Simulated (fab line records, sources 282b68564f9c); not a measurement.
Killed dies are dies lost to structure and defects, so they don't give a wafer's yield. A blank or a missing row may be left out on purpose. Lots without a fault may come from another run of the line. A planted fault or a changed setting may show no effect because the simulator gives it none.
A struck lot beside a sound one | flow rit_cmos | 43 steps out of a route of 202
Sound: wafers L295.3, L295.5, L295.6. Struck: wafers L309.1, L309.3, L309.4. The cause comes at the end.
At each step with rows: each side's tool, then ch and its chambers, then its first start. Under that, the readings that differ: sound wafers | struck wafers | difference of the means | sigmas: that difference in standard deviations of wafers without a fault.
alike: readings whose means differ by less than 2 such deviations, and words and numbers that are the same on both sides. not compared: withheld readings, readings that some wafer has no value for, bounds like >300 that may hide the same value, and numbers for which the record gives no deviation and whose values overlap.
The two part at a step that has a row with sigmas, a row that says differs or no value, or rows on one side only. Numbers that don't overlap but have no deviation are shown without sigmas and don't part them. A reading that every wafer of one side lacks parts them only if that side has two wafers or more.

first, 3 steps without rows for these wafers: RIT_PRETRO_EXPOSE_03 (exposes mask M5, target cd 43700 nm); RIT_PRETRO_PEB_04; RIT_PRETRO_DEVELOP_05 (develop time 68 s).
RIT_PRETRO_OVL_MEAS_06:
  sound on overlay-02, day 2 22:28; struck on overlay-02, day 5 15:14
  alike: PRETRO_OVL
then, 2 steps without rows for these wafers: RIT_PRETRO_HARDBAKE_07 (time 120 s); RIT_PRETRO_IMPLANT_08.
RIT_PRETRO_STRIP_09: strips in O2, time 180 s.
  sound on plasma_asher-04 ch 0,1, day 2 23:07; struck on plasma_asher-01 ch 0,1, day 5 15:40
  alike: chamber_pressure_mTorr, drypump_motor_current_A
  not compared: rf_hours_counter_h
RIT_PRETRO_TW_MEAS_10:
  sound on film_metro-01, day 2 23:16; struck on film_metro-03, day 5 15:51
  alike: PRETRO_TW
then, 4 steps without rows for these wafers: RIT_GATE_WET_ETCH_00 (etches SiO2 in BOE, target depth 56 nm, time 60 s); RIT_GATE_CLEAN_01 (cleans in SC1, time 600 s); RIT_GATE_CLEAN_02 (cleans in dHF, time 30.96 s); RIT_GATE_CLEAN_03 (cleans in SC2, time 600 s).
RIT_GATE_CLEAN_04: cleans in dHF, time 60 s.
  sound on wet_bench-01 ch 2, day 2 23:44; struck on wet_bench-03 ch 1, day 5 16:29
RIT_FOX2_THK_MEAS_91:
  sound on film_metro-04, day 2 23:46; struck on film_metro-01, day 5 16:30
  alike: FIELD_OXIDE_LEFT_2_THK
then, 2 steps without rows for these wafers: RIT_GATE_OXIDATION_05 (target thk 3 nm, ox time 270 s); RIT_GATE_ANNEAL_06 (time 600 s).
RIT_GATE_THK_MEAS_07:
  sound on film_metro-01, day 3 01:10; struck on film_metro-01, day 5 17:53
  alike: GATE_OXIDE_THK
then, 1 step without rows for these wafers: RIT_GATE_CVD_08 (deposits poly-Si from SiH4, target thk 250 nm, time 2220 s).
RIT_GATE_THK_MEAS_09:
  sound on film_metro-03, day 3 02:50; struck on film_metro-03, day 5 19:34
  alike: GATE_POLY_THK
then, 2 steps without rows for these wafers: RIT_GATE_HMDS_10 (prime time 60 s); RIT_GATE_COAT_11 (resist thk 850 nm).
RIT_GATE_SOFTBAKE_12: time 62 s.
  sound on litho_track-02 ch 0, day 3 03:13; struck on litho_track-04 ch 0, day 5 19:55
  alike: plate_sensor_t_centre_C, plate_sensor_t_edge_C, softbake_temp_c
then, 3 steps without rows for these wafers: RIT_GATE_EXPOSE_13 (exposes mask M6, target cd 150 nm); RIT_GATE_PEB_14; RIT_GATE_DEVELOP_15 (develop time 50 s).
RIT_GATE_CD_MEAS_16: target cd 150 nm.
  sound on cd_sem-02, day 3 03:53; struck on cd_sem-02, day 5 20:36
  alike: cd_nm
RIT_GATE_OVL_MEAS_17:
  sound on overlay-02, day 3 03:59; struck on overlay-02, day 5 20:43
  alike: GATE_OVL
then, 1 step without rows for these wafers: RIT_GATE_HARDBAKE_18 (time 60 s).
RIT_GATE_ETCH_19: etches poly-Si in SF6/CHF3/O2, stops on SiO2, time 165 s, target depth 312.5 nm.
  sound on rie_si-02 ch 0,1, day 3 04:10; struck on rie_si-02 ch 0,1,2, day 5 20:54
  alike: chamber_pressure_mTorr, drypump_motor_current_A, oes_product_au, rf_fwd_power_W, throttle_valve_pct
  not compared: rf_hours_counter_h
RIT_GATE_STRIP_20: strips in O2, time 180 s.
  sound on plasma_asher-03 ch 0,1, day 3 04:19; struck on plasma_asher-03 ch 0,1, day 5 21:01
  alike: chamber_pressure_mTorr, drypump_motor_current_A
  not compared: rf_hours_counter_h
RIT_GATE_CD_MEAS_90: target cd 150 nm.
  sound on cd_sem-01, day 3 04:29; struck on cd_sem-02, day 5 21:11
  alike: cd_nm
then, 4 steps without rows for these wafers: RIT_REOX_CLEAN_00 (cleans in SC1, time 600 s); RIT_REOX_CLEAN_01 (cleans in dHF, time 30 s); RIT_REOX_CLEAN_02 (cleans in SC2, time 588.2 s); RIT_REOX_OXIDATION_03 (target thk 25.2 nm, ox time 5580 s).
RIT_REOX_THK_MEAS_04:
  sound on film_metro-01, day 3 07:30; struck on film_metro-01, day 6 00:20
  alike: REOX_OXIDE_THK
then, 6 steps without rows for these wafers: RIT_NLDD_HMDS_00 (prime time 60 s); RIT_NLDD_COAT_01 (resist thk 1000 nm); RIT_NLDD_SOFTBAKE_02 (time 60 s); RIT_NLDD_EXPOSE_03 (exposes mask M7, target cd 40700 nm); RIT_NLDD_PEB_04; RIT_NLDD_DEVELOP_05 (develop time 50 s).
RIT_M1_PROBE_99:
  sound on prober-01, day 4 00:57; struck on prober-02, day 6 18:01
  reading                                      | sound                | struck               | difference | sigmas
  model.etest.diode_nwell_sub.leak_log10_a_cm2 | -7.276 -7.523 -7.668 | -5.449 -5.707 -5.588 | +1.908     |
  model.etest.antenna_m1.short                 | 0 0 0                | 1 1 1                | +1         |
  model.etest.ring.no_ring                     | 0 0 0                | 1 1 1                | +1         |
  model.etest.nmos_narrow.short                | 0 0 0                | 1 1 1                | +1         |
  model.etest.cap_p_gate.short                 | 0 0 0                | 1 1 1                | +1         |
  model.etest.nmos_0p15.over_limit             | 0 0 0                | 1 1 1                | +1         |
  model.etest.pmos_0p15.over_limit             | 0 0 0                | 1 1 1                | +1         |
  model.etest.pmos_turned.short                | 0 0 0                | 1 1 1                | +1         |
  alike: killed_at_contacts, killed_at_front_end, killed_dies, killed_open, killed_short

WHERE THEY PART
Nowhere in this record.

WHY: what the simulator had put in
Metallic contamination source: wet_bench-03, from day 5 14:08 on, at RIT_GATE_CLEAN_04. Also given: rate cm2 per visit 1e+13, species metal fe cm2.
